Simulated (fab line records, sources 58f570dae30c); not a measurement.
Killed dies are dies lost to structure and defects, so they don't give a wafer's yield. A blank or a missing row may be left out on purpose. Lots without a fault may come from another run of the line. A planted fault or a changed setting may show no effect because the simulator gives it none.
Tool commonality check | flow berkeley_cmos170 | 14 lots, 42 wafers sampled

WHY IT WAS OPENED
At UCB170_M1_CD_MEAS_90 the reading cd_nm is flagged on 2 of 14 lots. Wafers without a fault read 700.3 nm, standard deviation 2.2.
Rule: a lot is flagged when every wafer of it that has a number lies more than 4 standard deviations from that mean, or none has a number. The other lots count as sound.

lot  | measured     | on        | cd_nm (nm), wafer by wafer | flag
L299 | day 7 22:24  | cd_sem-02 | 702.5 701.6 700.2          |
L301 | day 8 00:41  | cd_sem-01 | 696.0 693.9 697.7          |
L302 | day 8 22:34  | cd_sem-02 | 699.4 697.4 695.3          |
L303 | day 8 23:05  | cd_sem-02 | 701.4 702.0 701.3          |
L305 | day 8 23:24  | cd_sem-02 | 697.8 697.7 701.9          |
L304 | day 9 00:17  | cd_sem-02 | 697.0 698.9 699.6          |
L309 | day 9 22:40  | cd_sem-02 | 688.7 688.3 689.7          | FLAGGED
L311 | day 10 14:35 | cd_sem-02 | 688.6 686.5 688.1          | FLAGGED
L312 | day 10 15:04 | cd_sem-02 | 700.9 701.7 700.6          |
L316 | day 11 14:14 | cd_sem-01 | 699.2 700.2 698.5          |
L319 | day 12 08:19 | cd_sem-02 | 701.0 698.8 697.0          |
L317 | day 12 13:20 | cd_sem-02 | 698.5 702.4 699.1          |
L321 | day 13 11:40 | cd_sem-01 | 703.0 703.1 702.1          |
L320 | day 13 15:50 | cd_sem-01 | 702.0 701.8 700.2          |
The numbers of the flagged lots are 688.3 nm on average: -12.0 nm against the usual, or -5 standard deviations.

WHICH TOOL RAN EACH LOT
The record holds 2 process steps before the reading, out of a route of 331 steps. In each cell: the tool, then ch and the chambers that the sampled wafers went through, then the start.
lot  | flag    | UCB170_M1_METAL_ETCH_12           | UCB170_M1_STRIP_13
L299 |         | rie_metal-03 ch 0,1, day 7 22:10  | plasma_asher-03 ch 0,1, day 7 22:18
L301 |         | rie_metal-03 ch 0,1, day 8 00:26  | plasma_asher-04 ch 0,1, day 8 00:34
L302 |         | rie_metal-02 ch 0,1, day 8 22:19  | plasma_asher-04 ch 0,1, day 8 22:26
L303 |         | rie_metal-03 ch 0,1, day 8 22:50  | plasma_asher-02 ch 0,1, day 8 22:58
L305 |         | rie_metal-04 ch 0,1, day 8 23:10  | plasma_asher-04 ch 0,1, day 8 23:18
L304 |         | rie_metal-02 ch 0,1, day 9 00:03  | plasma_asher-03 ch 0,1, day 9 00:11
L309 | FLAGGED | rie_metal-02 ch 0,1, day 9 22:26  | plasma_asher-04 ch 0,1, day 9 22:33
L311 | FLAGGED | rie_metal-02 ch 0,1, day 10 14:20 | plasma_asher-02 ch 0,1, day 10 14:28
L312 |         | rie_metal-03 ch 0,1, day 10 14:49 | plasma_asher-03 ch 0,1, day 10 14:57
L316 |         | rie_metal-04 ch 1, day 11 14:01   | plasma_asher-04 ch 0,1, day 11 14:08
L319 |         | rie_metal-03 ch 0,1, day 12 08:05 | plasma_asher-02 ch 0,1, day 12 08:13
L317 |         | rie_metal-03 ch 0,1, day 12 13:05 | plasma_asher-03 ch 0,1, day 12 13:13
L321 |         | rie_metal-02 ch 0, day 13 11:19   | plasma_asher-03 ch 1, day 13 11:33
L320 |         | rie_metal-02 ch 0, day 13 15:29   | plasma_asher-02 ch 0,1, day 13 15:43
What these steps do:
- UCB170_M1_METAL_ETCH_12: etches Al in Cl2/BCl3, stops on PSG, target depth 780 nm, time 130 s.
- UCB170_M1_STRIP_13: strips in O2.
- UCB170_M1_CD_MEAS_90: target cd 700 nm.

FLAGGED OVER TOTAL, TOOL BY TOOL (the gauges that took the reading come last)
step                    | tool            | lots run | flagged | share of the flagged lots | sound lots run after its first flagged lot
UCB170_M1_METAL_ETCH_12 | rie_metal-02    | 6        | 2       | all                       | 2 (L321,L320)
UCB170_M1_METAL_ETCH_12 | rie_metal-03    | 6        | 0       | none                      | -
UCB170_M1_METAL_ETCH_12 | rie_metal-04    | 2        | 0       | none                      | -
UCB170_M1_STRIP_13      | plasma_asher-02 | 4        | 1       | some                      | 2 (L319,L320)
UCB170_M1_STRIP_13      | plasma_asher-03 | 5        | 0       | none                      | -
UCB170_M1_STRIP_13      | plasma_asher-04 | 5        | 1       | some                      | 1 (L316)
UCB170_M1_CD_MEAS_90    | cd_sem-01       | 4        | 0       | none                      | -
UCB170_M1_CD_MEAS_90    | cd_sem-02       | 10       | 2       | all                       | 3 (L312,L319,L317)

WHAT THE TABLE ALLOWS
2 rows of the table ran every flagged lot: rie_metal-02 at UCB170_M1_METAL_ETCH_12, cd_sem-02 at UCB170_M1_CD_MEAS_90.
- rie_metal-02 at UCB170_M1_METAL_ETCH_12: 2 of its 6 lots flagged. Sound lots ran on it after the first flagged one (L321, L320), which a lasting fault on the whole tool wouldn't allow. Its own readings lie more than 4 standard deviations out on every wafer of the flagged lots: rf_fwd_power_W.
- cd_sem-02 at UCB170_M1_CD_MEAS_90: 2 of its 10 lots flagged. Sound lots ran on it after the first flagged one (L312, L319, L317), which a lasting fault on the whole tool wouldn't allow.
No row of the table ran every flagged lot and no sound lot after the first.

WHAT THE SIMULATOR HAD PUT IN
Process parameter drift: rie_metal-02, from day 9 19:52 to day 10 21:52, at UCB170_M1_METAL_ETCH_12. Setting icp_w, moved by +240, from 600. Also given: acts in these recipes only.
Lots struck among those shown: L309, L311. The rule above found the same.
